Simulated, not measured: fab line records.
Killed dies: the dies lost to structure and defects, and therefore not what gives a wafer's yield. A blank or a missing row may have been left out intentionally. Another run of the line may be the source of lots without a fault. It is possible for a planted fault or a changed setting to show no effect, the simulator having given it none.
Which tool is to blame? -- flow berkeleyCmos170 -- Sampling: 15 lots, 45 wafers, 3 of 331 route steps

== WHAT THE GAUGES SHOWED, per wafer ==
UCB170_WELLDRIVE_THK_MEAS_02.
lot,measured,on,WELLDRIVE_OXIDE_THK (nm)
L631,day 4 00:09,filmMetro-02,200 203 201
L632,day 4 10:29,filmMetro-03,195 193 194
L633,day 4 10:29,filmMetro-02,196 201 195
L634,day 5 00:46,filmMetro-02,199 201 203
L635,day 5 05:35,filmMetro-02,206 204 203
L636,day 5 05:35,filmMetro-04,202 204 202
L638,day 5 12:56,filmMetro-03,207 206 202
L639,day 5 21:50,filmMetro-03,196 198 202
L643,day 6 11:16,filmMetro-02,204 203 204
L647,day 7 08:58,filmMetro-03,200 202 199
L645,day 7 08:59,filmMetro-04,205 204 205
L646,day 7 08:59,filmMetro-02,198 199 202
L649,day 8 01:46,filmMetro-04,205 204 205
L650,day 8 01:46,filmMetro-03,208 207 209
L651,day 8 07:52,filmMetro-03,197 201 199

UCB170_PFIELD_OVL_MEAS_06.
lot,measured,on,PFIELD_OVL (nm)
L631,day 5 01:20,overlay-02,0 2 -6
L632,day 5 05:07,overlay-01,-9 -7 1
L633,day 5 05:14,overlay-02,-2 -2 -4
L634,day 6 03:12,overlay-01,-4 3 -7
L635,day 6 03:23,overlay-01,5 -5 0
L636,day 6 02:38,overlay-01,0 -8 -9
L638,day 6 07:11,overlay-01,-18 -8 -21
L639,day 6 14:53,overlay-02,-10 -2 -9
L643,day 7 06:20,overlay-01,-2 7 -1
L647,day 8 11:08,overlay-02,-5 -10 -4
L645,day 8 10:42,overlay-01,13 8 10
L646,day 8 10:58,overlay-01,-9 0 -8
L649,day 8 18:03,overlay-02,-8 -8 -1
L650,day 8 17:47,overlay-01,-12 -7 -8
L651,day 9 07:13,overlay-02,0 -5 -2

UCB170_PFIELD_TW_MEAS_09.
lot,measured,on,PFIELD_TW
L631,day 5 01:38,filmMetro-02,604.0 602.5 605.5
L632,day 5 05:24,filmMetro-01,600.2 598.5 601.1
L633,day 5 05:31,filmMetro-03,600.2 603.3 601.7
L634,day 6 03:30,filmMetro-01,606.8 602.5 605.3
L635,day 6 03:40,filmMetro-01,603.7 603.9 600.8
L636,day 6 02:56,filmMetro-02,606.9 604.5 608.5
L638,day 6 07:29,filmMetro-01,602.9 608.2 605.2
L639,day 6 15:11,filmMetro-02,610.2 603.3 605.0
L643,day 7 06:38,filmMetro-02,606.6 607.5 601.2
L647,day 8 11:25,filmMetro-01,604.1 601.1 599.4
L645,day 8 10:59,filmMetro-01,599.9 601.4 599.6
L646,day 8 11:16,filmMetro-01,601.2 602.0 602.6
L649,day 8 18:20,filmMetro-01,600.0 603.0 599.0
L650,day 8 18:04,filmMetro-01,601.1 599.6 601.4
L651,day 9 07:30,filmMetro-01,598.6 600.7 601.7

== WHAT TOOL EACH LOT RAN ON (gives the tool, then ch and the chambers of the sampled wafers, and finally the start) ==
The record shows no process step preceding these readings.

== AS READ BY THE TOOLS THEMSELVES (means over the sampled wafers that have a number; for cases with no such wafer, the mark the record gives instead) ==
The record holds no such reading with a usual standard deviation.

== THE ANSWER, worked out from the rows above alone ==
Rule: what is usual is taken from the lots themselves. Put in order of their means at a reading, lots are off if they are a third of the lots or fewer, leave a main group of 4 or more, and stand apart from it by a gap of 3 or more times the standard deviation of the main group's means; of several such gaps the widest counts. A main group whose means are all the same, to the digits that the tables above print for the reading, isn't used. Also off: a lot with no number at a reading for which 4 or more lots have one. Any other lot the step has rows for is counted as sound. First the gauges in route order, then the tools' own readings, where a lot's mean is used as printed above. At the first step where some lot is off, the reading lying furthest off is the one used; lots without a number count as furthest.
No lot is off at any reading shown: from this, nothing can be told.

== WHAT THE SIMULATOR HAD INSERTED ==
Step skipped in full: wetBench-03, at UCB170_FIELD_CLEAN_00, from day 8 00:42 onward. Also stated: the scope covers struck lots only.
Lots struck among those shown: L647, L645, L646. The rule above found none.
